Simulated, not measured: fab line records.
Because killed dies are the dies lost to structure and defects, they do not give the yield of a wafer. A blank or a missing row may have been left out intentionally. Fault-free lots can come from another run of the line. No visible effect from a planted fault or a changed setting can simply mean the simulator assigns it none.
Comparing a struck lot with a sound one -- flow rit cmos -- 18 steps out of a route of 202
Sound: wafers L705.2, L705.3, L705.6. Wafers L700.1, L700.3, L700.4 were the ones struck. Last of all comes the cause.
Order at every step that has rows: each side's tool, ch and its chambers, its first start. Under that, the readings that differ: sound wafers -- struck wafers -- difference of the means -- sigmas: that difference in standard deviations of wafers without a fault.
alike: words and numbers the same on both sides, and readings whose means are apart by under 2 such deviations; not compared: readings that were withheld, readings missing a value for some wafer, numbers with overlapping values and no deviation given by the record, and bounds like >300 which may hide the same value.
Wherever a step has rows on one side only, a row that says differs or no value, or a row with sigmas, the two part there. Numbers that have no deviation but don't overlap get no sigmas and don't part them. A reading that every wafer of one side lacks parts them only if that side has two wafers or more.

first, 1 step without rows for these wafers: RIT_PLDD_IMPLANT_08.
RIT_PLDD_STRIP_09: strips in O2, time 180 s.
  sound on plasma asher-04 ch 1, day 6 19:38; struck on plasma asher-04 ch 0,1, day 5 18:26
  alike: drypump motor current A, o2 flow sccm
  not compared: rf hours counter h
RIT_PLDD_TW_MEAS_10:
  sound on film metro-01 at day 6 19:49; struck on film metro-01 at day 5 18:37
  alike: PLDD_TW
then, 4 steps without rows for these wafers: RIT_SPACER_CLEAN_00 (cleans in SC1, time 600 s); RIT_SPACER_CLEAN_01 (cleans in dHF, time 30 s); RIT_SPACER_CLEAN_02 (cleans in SC2, time 600 s); RIT_SPACER_CVD_03 (deposits Si3N4 from SiH2Cl2/NH3, target thk 250 nm, time 3300 s).
RIT_SPACER_THK_MEAS_04:
  sound on film metro-04 at day 6 22:10; struck on film metro-03 at day 5 21:00
  alike: SPACER_NITRIDE_THK
RIT_SPACER_ETCHBACK_05: etches Si3N4 in SF6/CHF3, stops on SiO2, target depth 250 nm, time 240 s.
  sound on rie diel-01 ch 0,3, day 6 22:13; struck on rie diel-04 ch 2,3, day 5 21:04
  alike: drypump motor current A, oes product au, throttle valve pct
  not compared: rf hours counter h
then, 3 steps without rows for these wafers: RIT_NSD_HMDS_00 (prime time 60 s); RIT_NSD_COAT_01 (resist thk 1000 nm); RIT_NSD_SOFTBAKE_02 (time 60 s).
RIT_NSD_EXPOSE_03: exposes mask M9, target cd 40700 nm.
  sound on iline stepper-02 ch 0, day 6 23:02; struck on iline stepper-01 ch 0, day 5 21:40
reading,sound,struck,difference,sigmas
model.NSD.overlay x nm (nm),-0.5952 -0.5952 -0.5952,359 359 359,+360,
  alike: mask
then, 2 steps without rows for these wafers: RIT_NSD_PEB_04; RIT_NSD_DEVELOP_05 (develop time 50 s).
RIT_NSD_OVL_MEAS_06:
  sound on overlay-02 at day 6 23:25; struck on overlay-01 at day 5 22:04
reading,sound,struck,difference,sigmas
NSD_OVL (nm),-1.7 -0.6 -0.8,358.2 357.6 359.3,+359.4,+99 or more
then, 1 step without rows for these wafers: RIT_NSD_HARDBAKE_07 (time 60 s).
RIT_M1_PROBE_99:
  sound on prober-02 at day 7 09:24; struck on prober-01 at day 6 08:00
reading,sound,struck,difference,sigmas
model.etest.select edge diode n.over limit,0 0 0,1 1 1,+1,
  alike: killed at contacts, killed at front end, killed dies, killed on rim, killed open, killed short

WHERE THEY PART
Within this record, at RIT_NSD_OVL_MEAS_06 only. Later steps at which nothing parts them and some readings are alike: RIT_M1_PROBE_99.

WHY: what had been put in by the simulator
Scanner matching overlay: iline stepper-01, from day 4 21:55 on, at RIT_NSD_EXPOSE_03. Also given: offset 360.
